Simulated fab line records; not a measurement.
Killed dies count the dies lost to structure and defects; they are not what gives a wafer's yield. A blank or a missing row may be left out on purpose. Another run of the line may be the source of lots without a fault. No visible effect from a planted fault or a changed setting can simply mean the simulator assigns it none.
Comparing a struck lot with a sound one / flow rit_cmos / 15 steps out of a route of 202
Sound: these wafers, L904.1, L904.2, L904.4. Struck: wafer L920.3. (L920.4, L920.6 of the same lot were not struck and are left out.) The cause comes at the end.
Each step with rows lists, per side, the tool, then ch with its chambers, then its first start. Under that, the readings that differ: sound wafers / struck wafers / difference of the means / sigmas: that difference in standard deviations of wafers without a fault.
alike: readings with means less than 2 such deviations apart, plus words and numbers identical on both sides. not compared: withheld readings, readings lacking a value on some wafer, bounds such as >300 that could conceal the same value, and numbers that have no deviation in the record and whose values overlap.
A row with sigmas, a row that says differs or no value, or rows on one side alone: a step with any of these is where the two part. Numbers that have no deviation but don't overlap get no sigmas and don't part them. Lack of a reading on every wafer of one side parts them only where that side has two or more wafers.

RIT_GATE_THK_MEAS_07:
  sound on film_metro-01 at day 3 22:10; struck on film_metro-01 at day 7 11:03
  alike: GATE_OXIDE_THK
then, 1 step without rows for these wafers: RIT_GATE_CVD_08 (deposits poly-Si from SiH4, target thk 250 nm, time 2220 s).
RIT_GATE_THK_MEAS_09:
  sound on film_metro-01 at day 3 23:51; struck on film_metro-01 at day 7 12:44
  alike: GATE_POLY_THK
then, 6 steps without rows for these wafers: RIT_GATE_HMDS_10 (prime time 60 s); RIT_GATE_COAT_11 (resist thk 850 nm); RIT_GATE_SOFTBAKE_12 (time 60 s); RIT_GATE_EXPOSE_13 (exposes mask M6, target cd 150 nm); RIT_GATE_PEB_14; RIT_GATE_DEVELOP_15 (develop time 50 s).
RIT_GATE_CD_MEAS_16 targets a cd of 150 nm.
  sound on cd_sem-02 at day 4 00:47; struck on cd_sem-01 at day 7 13:52
  alike: cd_nm
RIT_GATE_OVL_MEAS_17:
  sound on overlay-02 at day 4 00:54; struck on overlay-02 at day 7 13:58
  alike: GATE_OVL
then, 1 step without rows for these wafers: RIT_GATE_HARDBAKE_18 (time 60 s).
RIT_GATE_ETCH_19: etches poly-Si in SF6/CHF3/O2, stops on SiO2, time 165 s, target depth 312.5 nm.
  sound on rie_si-01 ch 0,1,3, day 4 01:14; struck on rie_si-01 ch 1, day 7 14:08
reading=oes_product_au (a.u.); sound=0.853 0.849 0.860; struck=0.727; difference=-0.127; sigmas=-10
reading=run_length_s (s); sound=193.5 192.6 194.1; struck=239.8; difference=+46.4; sigmas=+99 or more
reading=model.NOVOLAK_of_GATE_COAT_11.thk_nm (nm); sound=673.1 676.2 677; struck=651.9; difference=-23.5; sigmas=
  alike: chamber_pressure_mTorr, drypump_motor_current_A, he_backside_leak_sccm, throttle_valve_pct
  not compared: rf_hours_counter_h
RIT_GATE_STRIP_20: strips in O2, time 180 s.
  sound on plasma_asher-02 ch 0,1, day 4 01:20; struck on plasma_asher-02 ch 1, day 7 14:18
  alike: chamber_pressure_mTorr, drypump_motor_current_A
  not compared: rf_hours_counter_h
RIT_M1_PROBE_99:
  sound on prober-01 at day 4 22:52; struck on prober-01 at day 8 10:28
  alike: killed_at_M0_to_M3, killed_at_contacts, killed_at_front_end, killed_dies, killed_open, killed_short

WHERE THEY PART
At RIT_GATE_ETCH_19 and nowhere else, as far as this record goes. Later steps at which nothing parts them and some readings are alike: RIT_GATE_STRIP_20, RIT_M1_PROBE_99.

WHY: what had been put in by the simulator
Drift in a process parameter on rie_si-01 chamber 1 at RIT_GATE_ETCH_19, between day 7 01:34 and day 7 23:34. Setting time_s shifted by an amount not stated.
